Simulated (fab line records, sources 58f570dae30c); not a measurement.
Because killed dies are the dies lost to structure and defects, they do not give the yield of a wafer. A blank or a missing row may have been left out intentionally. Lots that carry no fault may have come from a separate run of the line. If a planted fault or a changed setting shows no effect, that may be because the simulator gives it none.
What tool caused it? -- flow berkeley cmos170 -- 14 lots with 42 wafers sampled at 3 steps, on a route of 331 steps

## WHAT THE GAUGES SHOWED, per wafer
UCB170_NLDD_CD_MEAS_06: the cd target is 1200 nm.
lot,measured,on,cd nm (nm)
L294,day 7 10:19,cd sem-02,1200.4 1198.7 1199.7
L295,day 7 10:58,cd sem-01,1198.9 1199.3 1197.2
L306,day 10 03:16,cd sem-02,1199.3 1198.6 1199.9
L307,day 10 03:34,cd sem-02,1199.4 1199.7 1198.6
L308,day 10 04:25,cd sem-01,1200.8 1200.0 1199.1
L309,day 10 10:32,cd sem-02,1198.7 1198.5 1199.9
L312,day 10 16:40,cd sem-02,1199.7 1200.8 1201.3
L310,day 10 16:55,cd sem-01,1197.7 1199.4 1199.9
L311,day 10 17:14,cd sem-01,1201.1 1201.0 1200.1
L313,day 11 00:49,cd sem-02,1200.4 1201.1 1201.1
L314,day 11 14:57,cd sem-01,1200.6 1201.0 1200.7
L315,day 11 15:20,cd sem-01,1202.2 1202.8 1201.9
L316,day 11 15:41,cd sem-01,1199.7 1199.8 1200.2
L317,day 11 22:59,cd sem-01,1199.9 1201.9 1200.3

UCB170_SPACER_THK_MEAS_01.
lot,measured,on,SPACER_TEOS_THK (nm)
L294,day 7 11:25,film metro-02,377 382 379
L295,day 7 11:50,film metro-01,373 372 375
L306,day 10 04:07,film metro-01,373 375 376
L307,day 10 04:23,film metro-01,373 380 378
L308,day 10 07:49,film metro-02,373 380 374
L309,day 10 11:21,film metro-04,388 390 387
L312,day 10 17:28,film metro-01,385 378 385
L310,day 10 17:43,film metro-02,373 381 391
L311,day 10 18:03,film metro-01,375 384 381
L313,day 11 01:40,film metro-04,374 375 382
L314,day 11 15:49,film metro-04,374 377 382
L315,day 11 16:11,film metro-01,373 380 380
L316,day 11 16:32,film metro-01,377 386 387
L317,day 11 23:47,film metro-04,380 386 382

## WHAT TOOL EACH LOT RAN ON (gives the tool, then ch and the chambers of the sampled wafers, and finally the start)
lot,UCB170_GATE_ETCH_14
L294,"rie diel-04 ch 0,2, day 7 06:34"
L295,"rie diel-02 ch 0,2,3, day 7 07:02"
L306,"rie diel-02 ch 0,1,3, day 9 23:32"
L307,"rie diel-01 ch 0,3, day 9 23:39"
L308,"rie diel-04 ch 1,2,3, day 10 00:15"
L309,"rie diel-02 ch 0,3, day 10 06:19"
L312,"rie diel-02 ch 0,2,3, day 10 13:04"
L310,"rie diel-01 ch 0,1, day 10 13:18"
L311,"rie diel-02 ch 0,2,3, day 10 13:34"
L313,"rie diel-04 ch 0,2,3, day 10 21:25"
L314,"rie diel-04 ch 0,1,2, day 11 11:25"
L315,"rie diel-01 ch 0,2,3, day 11 11:33"
L316,"rie diel-04 ch 0,1, day 11 11:40"
L317,"rie diel-01 ch 0,1, day 11 18:39"
- UCB170_GATE_ETCH_14: etches BARC in N2/H2.

## WHAT THE TOOLS THEMSELVES READ (means of the sampled wafers that have a number; where no wafer has one, the mark that the record gives instead)
UCB170_GATE_ETCH_14.
lot,tool,drypump motor current A (A),oes product au (a.u.),throttle valve pct (%)
L294,rie diel-04,5.9,1.008,13.01
L295,rie diel-02,6.0,0.983,13.38
L306,rie diel-02,5.8,0.986,13.31
L307,rie diel-01,5.4,1.018,13.19
L308,rie diel-04,5.8,0.995,13.24
L309,rie diel-02,6.1,0.987,13.30
L312,rie diel-02,6.0,0.989,13.39
L310,rie diel-01,5.5,0.995,13.19
L311,rie diel-02,6.0,0.986,13.37
L313,rie diel-04,5.6,0.992,13.21
L314,rie diel-04,5.6,1.003,13.16
L315,rie diel-01,5.6,1.011,13.18
L316,rie diel-04,5.2,1.005,13.26
L317,rie diel-01,5.5,0.989,13.18

## THE ANSWER, worked out from the rows above alone
Rule: the lots themselves supply what counts as usual. Put in order of their means at a reading, lots are off if they are a third of the lots or fewer, leave a main group of 4 or more, and stand apart from it by a gap of 3 or more times the standard deviation of the main group's means; of several such gaps the widest counts. The tables above print the reading to a certain number of digits; a main group whose means all agree to those digits is not used. Also off: a lot with no number at a reading for which 4 or more lots have one. Any other lot the step has rows for is counted as sound. First the gauges in route order, then the tools' own readings, where a lot's mean is used as printed above. The first step at which some lot is off is used, and at that step the reading that is off furthest; a lot without a number counts as furthest.
None of the lots is off at any reading shown; this tells nothing.

## WHAT THE SIMULATOR HAD INSERTED
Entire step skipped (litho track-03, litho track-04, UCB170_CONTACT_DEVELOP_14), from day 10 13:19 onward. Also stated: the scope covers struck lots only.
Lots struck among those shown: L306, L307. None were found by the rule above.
